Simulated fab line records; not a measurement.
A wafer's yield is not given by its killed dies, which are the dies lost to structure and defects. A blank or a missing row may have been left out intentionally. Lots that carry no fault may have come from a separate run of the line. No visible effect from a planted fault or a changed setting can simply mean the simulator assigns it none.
What tool caused it? ; flow berkeley cmos170 ; 14 lots, 42 wafers sampled, at 3 steps of a route of 331

## WHAT EACH GAUGE READ, for each wafer
UCB170_START_BOW_MEAS_00. Usual: INCOMING_BOW 0 um, standard deviation 6.6.
lot;measured;on;INCOMING_BOW (um);flag
L893;day 1 20:02;film metro-02;7 -1 -4;
L895;day 2 06:00;film metro-01;-2 -10 -1;
L896;day 2 11:00;film metro-04;-4 -3 -2;
L903;day 3 22:00;film metro-04;-4 2 -2;
L904;day 4 03:00;film metro-04;2 10 -3;
L905;day 4 08:00;film metro-02;0 7 -10;
L907;day 4 18:20;film metro-02;0 -5 1;
L908;day 4 23:01;film metro-02;-3 11 -8;
L909;day 5 04:00;film metro-04;-8 0 2;
L910;day 5 09:00;film metro-02;5 -3 -7;
L911;day 5 14:02;film metro-04;8 1 2;
L912;day 5 19:00;film metro-02;8 -8 -1;
L913;day 6 00:04;film metro-04;-2 -3 -10;
L914;day 6 05:01;film metro-02;3 -9 8;

UCB170_PWELL_THK_MEAS_03. Usual: PWELL_OXIDE_THK 26.4 nm, standard deviation 0.67.
lot;measured;on;PWELL_OXIDE_THK (nm);flag
L893;day 3 05:57;film metro-02;26.8 26.4 26.8;
L895;day 3 11:14;film metro-01;26.7 26.6 26.9;
L896;day 3 19:52;film metro-03;25.9 25.9 26.0;
L903;day 5 13:43;film metro-02;26.4 26.3 26.8;
L904;day 5 13:46;film metro-02;27.6 27.6 27.9;
L905;day 5 13:43;film metro-03;26.7 26.5 26.5;
L907;day 5 23:11;film metro-02;26.2 25.8 26.5;
L908;day 6 05:16;film metro-03;26.1 25.8 25.9;
L909;day 6 10:21;film metro-03;26.1 26.1 26.1;
L910;day 6 17:12;film metro-03;26.9 26.5 26.9;
L911;day 7 01:38;film metro-03;25.7 25.9 25.9;
L912;day 7 01:37;film metro-02;25.0 25.0 25.1;
L913;day 7 05:13;film metro-02;27.8 27.3 27.6;
L914;day 7 09:04;film metro-02;26.9 27.6 27.2;

## WHICH TOOL RAN EACH LOT (tool, then ch and the chambers of the sampled wafers, then the start)
lot;UCB170_ZERO_ETCH_06
L893;rie diel-04 ch 0,1, day 2 05:06
L895;rie diel-04 ch 1,2,3, day 2 14:49
L896;rie diel-01 ch 0,1,3, day 2 21:16
L903;rie diel-03 ch 0,2, day 4 08:11
L904;rie diel-03 ch 1,2,3, day 4 15:44
L905;rie diel-04 ch 0,2, day 4 15:55
L907;rie diel-03 ch 0,3, day 5 03:07
L908;rie diel-01 ch 0,2, day 5 05:55
L909;rie diel-04 ch 1,2,3, day 5 12:40
L910;rie diel-01 ch 1,2,3, day 5 17:09
L911;rie diel-03 ch 0,1,2, day 6 01:38
L912;rie diel-03 ch 0,1,3, day 6 04:31
L913;rie diel-04 ch 0,2,3, day 6 06:20
L914;rie diel-04 ch 0,3, day 6 12:19
- UCB170_ZERO_ETCH_06: etches SiO2 in CHF3/CF4/Ar, time 12 s.

## WHAT THE TOOLS THEMSELVES READ (means of the sampled wafers that have a number; where no wafer has one, the mark that the record gives instead)
UCB170_ZERO_ETCH_06. Usual: drypump motor current A 5.8 A, standard deviation 0.43; oes product au 0.633 a.u., standard deviation 0.01; throttle valve pct 9.27 %, standard deviation 0.16.
lot;tool;drypump motor current A (A);oes product au (a.u.);throttle valve pct (%);flag
L893;rie diel-04;5.7;0.640;9.21;
L895;rie diel-04;5.5;0.638;9.14;
L896;rie diel-01;5.9;0.625;9.38;
L903;rie diel-03;5.8;0.629;9.30;
L904;rie diel-03;5.8;0.633;9.33;
L905;rie diel-04;5.5;0.642;9.30;
L907;rie diel-03;6.3;0.625;9.31;
L908;rie diel-01;6.0;0.630;9.46;
L909;rie diel-04;5.5;0.642;9.15;
L910;rie diel-01;6.0;0.627;9.37;
L911;rie diel-03;6.1;0.635;9.37;
L912;rie diel-03;6.2;0.629;9.34;
L913;rie diel-04;5.3;0.637;9.26;
L914;rie diel-04;5.3;0.634;9.30;

## THE ANSWER, worked out from the rows above alone
Rule: a lot counts as off when the mean over its wafers that have a number is more than 3 standard deviations away from the usual mean. Also off: a lot with no number at a reading for which 4 or more lots have one. Any other lot the step has rows for is counted as sound. After the gauges, taken in route order, come the tools' own readings; for these a lot's mean is taken, as printed above. At the first step where some lot is off, the reading lying furthest off is the one used; lots without a number count as furthest.
None of the lots is off at any reading shown; this tells nothing.

## WHAT THE SIMULATOR HAD INSERTED
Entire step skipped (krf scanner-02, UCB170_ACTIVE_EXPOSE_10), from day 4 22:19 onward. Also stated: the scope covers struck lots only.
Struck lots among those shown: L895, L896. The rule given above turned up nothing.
